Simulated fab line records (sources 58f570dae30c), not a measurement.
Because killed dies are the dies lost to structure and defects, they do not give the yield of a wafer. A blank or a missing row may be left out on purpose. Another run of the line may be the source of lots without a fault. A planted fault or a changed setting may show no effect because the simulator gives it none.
The tool behind it: which one?    flow berkeley_cmos170    Sampling: 7 lots, 21 wafers, 2 of 331 route steps

== WHAT THE GAUGES SHOWED, per wafer ==
UCB170_NLDD_TW_MEAS_11.
lot   measured      on             NLDD_TW
L191  day 7 02:27   film_metro-04  2206 2217 2222
L195  day 8 02:36   film_metro-03  2211 2211 2206
L193  day 8 03:23   film_metro-03  2216 2222 2209
L200  day 9 19:59   film_metro-01  2444 2448 2452
L204  day 10 09:53  film_metro-01  2457 2461 2467
L209  day 11 08:27  film_metro-01  2227 2227 2233
L212  day 12 08:26  film_metro-04  2215 2209 2209

== EACH LOT AND THE TOOL THAT RAN IT (in order: tool; ch and the chambers of the sampled wafers; start) ==
lot   UCB170_NLDD_IMPLANT_08
L191  implanter-04 ch 0, day 7 02:03
L195  implanter-01 ch 0, day 8 02:12
L193  implanter-01 ch 0, day 8 02:59
L200  implanter-04 ch 0, day 9 19:36
L204  implanter-04 ch 0, day 10 09:30
L209  implanter-02 ch 0, day 11 08:05
L212  implanter-01 ch 0, day 12 08:03
- UCB170_NLDD_IMPLANT_08

== THE ANSWER, worked out from the rows above alone ==
Rule: the lots themselves supply what counts as usual. Put in order of their means at a reading, lots are off if they are a third of the lots or fewer, leave a main group of 4 or more, and stand apart from it by a gap of 3 or more times the standard deviation of the main group's means; of several such gaps the widest counts. A main group is skipped when, at the precision printed for the reading in the tables above, its means are all equal. Also off: a lot with no number at a reading for which 4 or more lots have one. Any other lot the step has rows for is counted as sound.
Off: L200, L204, seen at UCB170_NLDD_TW_MEAS_11 (NLDD_TW). Main group: mean 2216, sd 6.9.
If a tool, at a process step before that reading, ran all the lots that are off and no sound lot after the first of them, it fits. Gauges at UCB170_NLDD_TW_MEAS_11: tried the same way as those tools. One fits: UCB170_NLDD_IMPLANT_08 on implanter-04. Its last sound lot is L191 (day 7 02:03), its first lot that is off L200 (day 9 19:36): a fault that began between those two fits.

== WHAT THE SIMULATOR HAD INSERTED ==
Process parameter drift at UCB170_NLDD_IMPLANT_08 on implanter-04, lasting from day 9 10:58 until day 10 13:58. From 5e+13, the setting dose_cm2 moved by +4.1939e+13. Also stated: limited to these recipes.
Shown lots that were struck: L200, L204. This agrees with what the rule above found.
